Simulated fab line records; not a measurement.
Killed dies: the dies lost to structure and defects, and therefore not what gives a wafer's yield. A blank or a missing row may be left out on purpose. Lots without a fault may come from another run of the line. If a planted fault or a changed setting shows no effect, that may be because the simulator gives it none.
fab line records    flow rit_cmos
[record] lots = 6  wafers = 18  last_day = 7
route steps=202 shown NWELL@35 PWELL@39 WELLDRIVE@50 NRETRO@53 M1@202
lots that met no fault: taken from a fault-free run of the same line
start_h: hours from the record's first day to the start of the lot's first wafer shown    wait_h: time in hours since the lot's previous step    " unchanged from the row above    L1.1+2: one row covering several wafers at once    - value missing, or start not given    * or withheld: withheld    < > ~ a bound
route shown NAME@n: NAME is a module with steps in the file, n the number in the route of the first one    usual: mean and standard deviation over wafers with no fault    same: alike in all rows    chamber/n: place in a boat    sites: the reading at each site    _std_site: their standard deviation    _edge_site: inner sites' mean taken away from outer sites' mean    radius_mm: how far each site lies from the wafer's centre    mask NAME#n: copy n    behind: the most recent tool/chamber to have shaped the wafer    hold: why the lot went on hold/how many hours it stayed there/how the hold came to an end    device: names the non-switching transistor (n, p or np)    end of line: tests of these same wafers at the route's end    a step given without rows: its recipe and nothing more    killed: the dies lost at the first sort to structure and to defects; this is not the yield of the wafer    map: a wafer's dies, marking killed ones x, the rest . and places with no die _
set.NAME: setting as actually run; set.NAME@STEP: the setting as run at that earlier step    model.NAME: the simulator's own value behind a step, which no gauge read
a table for each step, a row for each wafer; lots at some steps of the route
services: when a tool's chamber went out of use (start_h, in hours from the record's first day, below 0 if earlier), for how many hours, and the reason
[[steps]]
[step RIT_NWELL_HARDBAKE_07]
[recipe] resist = NOVOLAK  temp_c = 140  time_s = 120
[step RIT_NWELL_IMPLANT_08]
[recipe] species = P  energy_kev = 171.5  dose_cm2 = 5e+13  tilt_deg = 7
[step RIT_NWELL_STRIP_09]
[recipe] chemistry = O2  time_s = 180  resist = NOVOLAK  platen_temp_c = withheld  power_w = 500  pressure_mtorr = 4000  o2_flow_sccm = 4000
[usual] drypump_motor_current_A = 5.3/0.43  o2_flow_sccm = 3998/12
lot.wafer  tool             chamber  start_h  wait_h  drypump_motor_current_A  o2_flow_sccm  rf_hours_counter_h
L575.2     plasma_asher-02  1        36.15    0.1     4.8                      4016          24
L575.4     "                1        "        "       4.8                      4006          -
L575.6     "                0        "        "       5.4                      3995          -
L576.1     plasma_asher-02  0        42.38    0.1     5.4                      4028          24
L576.3     "                0        "        "       5.4                      4014          -
L576.6     "                0        "        "       5.4                      4020          -
L581.1     plasma_asher-04  1        66.84    0.1     5.0                      3995          42
L581.2     "                0        "        "       5.4                      4009          42
L581.3     "                1        "        "       5.0                      3982          -
L583.1     plasma_asher-02  1        75.60    0.1     4.8                      3983          28
L583.2     "                0        "        "       5.4                      4005          28
L583.4     "                1        "        "       4.8                      4001          -
L586.3     plasma_asher-02  0        91.98    0.1     5.4                      4003          -
L586.4     "                1        "        "       4.8                      3988          -
L586.5     "                1        "        "       4.8                      3997          -
L593.2     plasma_asher-04  1        126.23   0.1     5.1                      4003          49
L593.3     "                1        "        "       5.0                      3995          -
L593.5     "                1        "        "       5.0                      3995          -
[step RIT_NWELL_TW_MEAS_10]
[usual] NWELL_TW = 2150/15
lot.wafer  tool           chamber  start_h  wait_h  NWELL_TW
L575.2     film_metro-01  -        36.34    0.1     2178
L575.4     "              -        "        "       2181
L575.6     "              -        "        "       2184
L576.1     film_metro-03  -        42.55    0.1     2134
L576.3     "              -        "        "       2138
L576.6     "              -        "        "       2136
L581.1     film_metro-01  -        67.02    0.1     2158
L581.2     "              -        "        "       2161
L581.3     "              -        "        "       2168
L583.1     film_metro-03  -        75.78    0.1     2138
L583.2     "              -        "        "       2144
L583.4     "              -        "        "       2132
L586.3     film_metro-03  -        92.12    0.1     2134
L586.4     "              -        "        "       2145
L586.5     "              -        "        "       2137
L593.2     film_metro-03  -        126.42   0.1     2115
L593.3     "              -        "        "       2139
L593.5     "              -        "        "       2130
[step RIT_PWELL_HMDS_00]
[recipe] prime_time_s = 60  prime_temp_c = 140
[step RIT_PWELL_COAT_01]
[recipe] resist = NOVOLAK  spin_rpm = 2000  resist_thk_nm = 1300
[step RIT_PWELL_SOFTBAKE_02]
[recipe] resist = NOVOLAK  temp_c = 90  time_s = 60
[step RIT_PWELL_EXPOSE_03]
[recipe] mask_id = M3  na = 0.57  target_cd_nm = 43700  dose_mj = 250
[step RIT_PWELL_PEB_04]
[recipe] resist = NOVOLAK  temp_c = withheld  time_s = withheld
[step RIT_PWELL_DEVELOP_05]
[recipe] resist = NOVOLAK  develop_time_s = 68  dev_temp_c = 23
[step RIT_PWELL_OVL_MEAS_06]
[usual] PWELL_OVL = 0.5/1.5
lot.wafer  tool        chamber  start_h  wait_h  PWELL_OVL[nm]
L575.2     overlay-01  -        37.27    -       4.0
L575.4     "           -        "        "       3.5
L575.6     "           -        "        "       1.3
L576.1     overlay-01  -        43.62    -       0.1
L576.3     "           -        "        "       0.6
L576.6     "           -        "        "       -0.5
L581.1     overlay-02  -        68.08    -       -0.2
L581.2     "           -        "        "       -2.8
L581.3     "           -        "        "       -3.0
L583.1     overlay-01  -        76.73    -       0.4
L583.2     "           -        "        "       0.9
L583.4     "           -        "        "       0.7
L586.3     overlay-02  -        93.05    -       3.8
L586.4     "           -        "        "       2.2
L586.5     "           -        "        "       0.9
L593.2     overlay-01  -        127.48   -       -1.6
L593.3     "           -        "        "       -0.2
L593.5     "           -        "        "       -0.4
[step RIT_PWELL_HARDBAKE_07]
[recipe] resist = NOVOLAK  temp_c = 140  time_s = 120
[step RIT_PWELL_IMPLANT_08]
[recipe] species = B  energy_kev = 168.1  dose_cm2 = 7e+13  tilt_deg = 7
[usual] beam_energy_keV = 168.10/0.047  dose_ions_cm2 = 7e+13/6.5e+10  faraday_current_uA = 221/4.6
lot.wafer  tool          chamber  start_h  wait_h  beam_energy_keV  dose_ions_cm2  faraday_current_uA
L575.2     implanter-03  0        37.58    0.2     168.07           6.999e+13      218
L575.4     "             0        "        "       168.08           7.012e+13      223
L575.6     "             0        "        "       168.12           7.009e+13      222
L576.1     implanter-03  0        43.90    0.2     168.06           6.993e+13      223
L576.3     "             0        "        "       168.08           7e+13          227
L576.6     "             0        "        "       168.04           6.999e+13      227
L581.1     implanter-01  0        68.37    0.2     168.18           7e+13          213
L581.2     "             0        "        "       168.14           7.006e+13      218
L581.3     "             0        "        "       168.17           6.999e+13      222
L583.1     implanter-03  0        77.02    0.2     168.03           1.2429e+14     392
L583.2     "             0        "        "       168.16           1.242e+14      401
L583.4     "             0        "        "       168.12           1.2423e+14     377
L586.3     implanter-03  0        93.37    0.2     168.10           1.2433e+14     402
L586.4     "             0        "        "       168.04           1.2429e+14     390
L586.5     "             0        "        "       168.01           1.2434e+14     382
L593.2     implanter-04  0        127.78   0.2     168.08           6.999e+13      211
L593.3     "             0        "        "       168.09           6.998e+13      225
L593.5     "             0        "        "       168.03           6.997e+13      215
[step RIT_PWELL_STRIP_09]
[recipe] chemistry = O2  time_s = 180  resist = NOVOLAK  platen_temp_c = withheld  power_w = 500  pressure_mtorr = 4000  o2_flow_sccm = 4000
[usual] drypump_motor_current_A = 5.5/0.5  o2_flow_sccm = 3999/13
lot.wafer  tool             chamber  start_h  wait_h  drypump_motor_current_A  o2_flow_sccm  rf_hours_counter_h
L575.2     plasma_asher-02  1        37.70    0.1     4.8                      3980          24
L575.4     "                1        "        "       4.8                      4010          -
L575.6     "                0        "        "       5.4                      3996          -
L576.1     plasma_asher-01  0        44.05    0.1     6.3                      3998          41
L576.3     "                0        "        "       6.2                      4015          -
L576.6     "                1        "        "       5.2                      4003          -
L581.1     plasma_asher-02  1        68.52    0.1     4.7                      3977          27
L581.2     "                0        "        "       5.4                      3998          27
L581.3     "                1        "        "       4.8                      4003          -
L583.1     plasma_asher-02  1        77.17    0.1     4.8                      3986          28
L583.2     "                0        "        "       5.4                      4015          28
L583.4     "                0        "        "       5.4                      4021          -
L586.3     plasma_asher-02  0        93.53    0.1     5.4                      4004          -
L586.4     "                1        "        "       4.8                      3981          -
L586.5     "                0        "        "       5.4                      3997          -
L593.2     plasma_asher-02  0        127.91   0.1     5.4                      3995          34
L593.3     "                0        "        "       5.4                      4007          -
L593.5     "                0        "        "       5.4                      4001          -
[step RIT_PWELL_TW_MEAS_10]
[usual] PWELL_TW = 951/7
lot.wafer  tool           chamber  start_h  wait_h  PWELL_TW
L575.2     film_metro-01  -        37.89    0.1     971
L575.4     "              -        "        "       966
L575.6     "              -        "        "       965
L576.1     film_metro-03  -        44.23    0.1     942
L576.3     "              -        "        "       945
L576.6     "              -        "        "       944
L581.1     film_metro-01  -        68.70    0.1     954
L581.2     "              -        "        "       957
L581.3     "              -        "        "       958
L583.1     film_metro-03  -        77.34    0.1     1141
L583.2     "              -        "        "       1131
L583.4     "              -        "        "       1130
L586.3     film_metro-04  -        93.67    0.1     1138
L586.4     "              -        "        "       1135
L586.5     "              -        "        "       1137
L593.2     film_metro-04  -        128.09   0.1     953
L593.3     "              -        "        "       953
L593.5     "              -        "        "       953
[step RIT_WELLDRIVE_ANNEAL_00]
[recipe] temp_c = 1100  time_s = 14700  ambient = N2
[step RIT_WELLDRIVE_RS_MEAS_01]
[recipe] thk_meas_gauge = four-point-probe
[usual] NWELL_RS = 275.8/0.86
lot.wafer  tool           chamber  start_h  wait_h  NWELL_RS[ohm/sq]
L575.2     film_metro-01  -        43.15    0.0     275.1
L575.4     "              -        "        "       274.6
L575.6     "              -        "        "       275.8
L576.1     film_metro-01  -        49.37    0.0     275.9
L576.3     "              -        "        "       276.0
L576.6     "              -        "        "       275.5
L581.1     film_metro-01  -        73.84    0.0     276.6
L581.2     "              -        "        "       277.0
L581.3     "              -        "        "       277.1
L583.1     film_metro-03  -        82.49    0.0     274.6
L583.2     "              -        "        "       274.3
L583.4     "              -        "        "       275.4
L586.3     film_metro-03  -        98.83    0.0     274.1
L586.4     "              -        "        "       274.5
L586.5     "              -        "        "       273.9
L593.2     film_metro-03  -        134.10   0.0     277.1
L593.3     "              -        "        "       277.3
L593.5     "              -        "        "       276.6
[step RIT_WELLDRIVE_RS_MEAS_02]
[recipe] thk_meas_gauge = four-point-probe
[usual] PWELL_RS = 430.7/1.2
lot.wafer  tool           chamber  start_h  wait_h  PWELL_RS[ohm/sq]
L575.2     film_metro-01  -        43.27    0.1     431.4
L575.4     "              -        "        "       430.1
L575.6     "              -        "        "       429.4
L576.1     film_metro-01  -        49.49    0.1     433.3
L576.3     "              -        "        "       430.3
L576.6     "              -        "        "       432.1
L581.1     film_metro-01  -        73.96    0.1     431.2
L581.2     "              -        "        "       430.7
L581.3     "              -        "        "       429.8
L583.1     film_metro-03  -        82.61    0.1     301.7
L583.2     "              -        "        "       302.3
L583.4     "              -        "        "       302.3
L586.3     film_metro-03  -        98.95    0.1     302.2
L586.4     "              -        "        "       301.1
L586.5     "              -        "        "       301.5
L593.2     film_metro-03  -        134.22   0.1     430.0
L593.3     "              -        "        "       430.7
L593.5     "              -        "        "       431.1
[step RIT_NRETRO_HMDS_00]
[recipe] prime_time_s = 60  prime_temp_c = 140
[step RIT_M1_PROBE_99]
[usual] killed_at_contacts = 0.1/0.35  killed_at_front_end = 6.6/2.7  killed_dies = 6.7/2.8  killed_open = 3.4/2.1  killed_short = 3.3/1.8
[same] gross_dies = 264  killed_at_M0_to_M3 = 0  killed_at_M4_up = 0  killed_at_back_side = 0  killed_at_other = 0
lot.wafer  tool       chamber  start_h  wait_h  killed_at_contacts  killed_at_front_end  killed_dies  killed_open  killed_short  model.etest.nmos_0p3.r_on_ohm_um  model.etest.nmos_0p15.r_on_ohm_um  model.etest.pwell_pinched.rs_ohm_sq  model.etest.nmos_turned.drive_ua_um  model.etest.nmos_0p15.drive_ua_um  model.etest.pwell.rs_ohm_sq  model.etest.nmos_narrow.drive_ua_um  model.etest.nmos_0p3.drive_ua_um
L575.2     prober-01  -        71.89    0.1     0                   3                    3            2            1             2043                              1090                               456.2                                353                                  527.3                              412.9                        256.3                                253
L575.4     prober-01  -        71.99    0.2     0                   3                    3            0            3             2053                              1110                               454.2                                348.9                                514.8                              414                          255                                  252.5
L575.6     prober-01  -        72.09    0.2     0                   2                    2            0            2             2064                              1086                               462.4                                353.2                                524.6                              411.9                        256.5                                252.1
L576.1     prober-02  -        78.45    0.1     1                   8                    9            4            5             2123                              1171                               466.9                                321.8                                479.7                              418.3                        246.2                                244
L576.3     prober-02  -        78.55    0.2     0                   13                   13           8            5             2086                              1133                               456.3                                325.4                                482.7                              411.2                        244.8                                243.9
L576.6     prober-02  -        78.70    0.2     0                   5                    5            2            3             2140                              1184                               458.6                                321.1                                470.2                              412                          234.8                                239.4
L581.1     prober-01  -        103.67   0.1     0                   7                    7            3            4             2056                              1119                               467.5                                339.5                                502.2                              415.9                        259.7                                252.8
L581.2     prober-01  -        103.72   0.1     0                   8                    8            5            3             2073                              1123                               473.6                                342.3                                516.9                              421.9                        249.3                                249.5
L581.3     prober-01  -        103.77   0.2     0                   9                    9            8            1             2046                              1082                               460.2                                332.8                                498.8                              419.6                        252.7                                247.1
L583.1     prober-01  -        111.82   0.1     0                   6                    6            3            3             2586                              1303                               318.1                                195.9                                364.8                              290.7                        166.2                                165.6
L583.2     prober-01  -        111.87   0.1     0                   13                   13           6            7             2573                              1276                               315.1                                205.2                                374.9                              289.3                        167                                  165.9
L583.4     prober-01  -        111.97   0.2     0                   7                    7            2            5             2622                              1336                               317.2                                195.7                                362.6                              289.3                        163.7                                160.5
L586.3     prober-02  -        128.77   0.2     0                   5                    5            1            4             2568                              1277                               312.4                                214.5                                369.6                              285.9                        166.2                                163.4
L586.4     prober-02  -        128.82   0.2     0                   9                    9            5            4             2590                              1292                               319.7                                217.6                                378                                290.4                        165.8                                162.9
L586.5     prober-02  -        128.87   0.2     0                   3                    3            3            0             2587                              1303                               317.5                                213.1                                370.2                              287.6                        167.9                                164.9
L593.2     prober-01  -        163.72   0.1     0                   4                    4            3            1             2046                              1053                               463.3                                344.5                                522.4                              421.6                        244.8                                247.8
L593.3     prober-01  -        163.77   0.2     0                   5                    5            2            3             2036                              1066                               465.5                                341.2                                518.2                              425.8                        248.4                                248.9
L593.5     prober-01  -        163.87   0.2     0                   3                    3            0            3             2040                              1046                               460.6                                340.5                                529.1                              421.9                        244.9                                246.4
// killed by level:class
L575.2 FOX2:geometric_particle:short=1 GATE:geometric_particle:open=1 SILICIDE:geometric_particle:open=1
L575.4 FOX1:geometric_particle:short=1 FOX2:geometric_particle:short=1 GATE:geometric_particle:short=1
L575.6 FOX2:geometric_particle:short=1 SPACER:geometric_particle:short=1
L576.1 GATE:geometric_particle:open=2 REOX:geometric_particle:open=2 FOX2:geometric_particle:short=1 GATE:geometric_particle:short=1 REOX:geometric_particle:short=1 SPACER:geometric_particle:short=1 CONTACT:geometric_particle:short=1
L576.3 GATE:geometric_particle:open=5 GATE:geometric_particle:short=3 SILICIDE:geometric_particle:open=2 FOX1:geometric_particle:open=1 FOX2:geometric_particle:short=1 SILICIDE:geometric_particle:short=1
L576.6 GATE:geometric_particle:short=3 GATE:geometric_particle:open=1 SILICIDE:geometric_particle:open=1
L581.1 GATE:geometric_particle:short=2 FOX1:geometric_particle:open=1 FOX1:geometric_particle:short=1 FOX2:geometric_particle:open=1 SPACER:geometric_particle:short=1 SPACER:geometric_particle:open=1
L581.2 SPACER:geometric_particle:short=3 FOX1:geometric_particle:open=2 GATE:geometric_particle:open=1 REOX:geometric_particle:open=1 SILICIDE:geometric_particle:open=1
L581.3 FOX1:geometric_particle:open=3 GATE:geometric_particle:open=3 FOX2:geometric_particle:open=1 GATE:geometric_particle:short=1 SILICIDE:geometric_particle:open=1
L583.1 SILICIDE:geometric_particle:open=2 FOX1:geometric_particle:short=1 FOX1:geometric_particle:open=1 REOX:geometric_particle:short=1 SILICIDE:geometric_particle:short=1
L583.2 GATE:geometric_particle:open=3 GATE:geometric_particle:short=2 REOX:geometric_particle:short=2 SPACER:geometric_particle:short=2 FOX1:geometric_particle:open=1 FOX2:geometric_particle:open=1 FOX2:geometric_particle:short=1 REOX:geometric_particle:open=1
L583.4 SILICIDE:geometric_particle:short=2 FOX1:geometric_particle:short=1 FOX2:geometric_particle:open=1 GATE:geometric_particle:short=1 REOX:geometric_particle:short=1 REOX:geometric_particle:open=1
L586.3 GATE:geometric_particle:short=3 FOX1:geometric_particle:short=1 SPACER:geometric_particle:open=1
L586.4 FOX1:geometric_particle:short=2 REOX:geometric_particle:open=2 FOX1:geometric_particle:open=1 GATE:geometric_particle:short=1 REOX:geometric_particle:short=1 SPACER:geometric_particle:open=1 SILICIDE:geometric_particle:open=1
L586.5 GATE:geometric_particle:open=2 FOX1:geometric_particle:open=1
L593.2 GATE:geometric_particle:open=2 GATE:geometric_particle:short=1 REOX:geometric_particle:open=1
L593.3 FOX2:geometric_particle:short=1 GATE:geometric_particle:short=1 GATE:geometric_particle:open=1 REOX:geometric_particle:short=1 SPACER:geometric_particle:open=1
L593.5 GATE:geometric_particle:short=2 SILICIDE:geometric_particle:short=1
[[services]]
tool             chamber  start_h  hours  kind
implanter-01     -        19.34    0.7    repair
implanter-03     -        21.82    3.8    pm
plasma_asher-02  -        29.96    0.8    repair
plasma_asher-01  -        102.22   7.6    repair
[[key]]
[first_sign] step = RIT_PWELL_IMPLANT_08  reading = dose_ions_cm2  direction = up  sigmas = 99+  usual = 7e+13  struck = 1.2428e+14
[effect] step = RIT_PWELL_IMPLANT_08  reading = faraday_current_uA  direction = up  sigmas = 37  usual = 221  struck = 391
[effect] step = RIT_PWELL_TW_MEAS_10  reading = PWELL_TW  direction = up  sigmas = 26  usual = 951  struck = 1135
[effect] step = RIT_WELLDRIVE_RS_MEAS_02  reading = PWELL_RS  direction = down  sigmas = 99+  usual = 430.7  struck = 301.9
[model_effect] step = RIT_M1_PROBE_99  value = etest.nmos_0p3.r_on_ohm_um  without = 2061  struck = 2588
met_at RIT_PWELL_IMPLANT_08
struck_wafers L583.1,L583.2,L583.4,L586.3,L586.4,L586.5
tester_left_out L583,L586
onset_between 43.90 77.02
[fault] kind = process_parameter_drift  tool = implanter-03  chamber = -  onset_h = 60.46  steps = RIT_PWELL_IMPLANT_08  channel = dose_cm2  offset = 5.4268e+13  shape = step  end_h = 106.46  acts_in = these_recipes_only  stated = 7e+13
// tester_left_out: of these lots the tester's yield and bins aren't shown, on N5 and GAA mostly nor the transistor test; their killed dies are dies lost to structure and defects alone, not to doping, threshold or leakage, so they don't give the yield
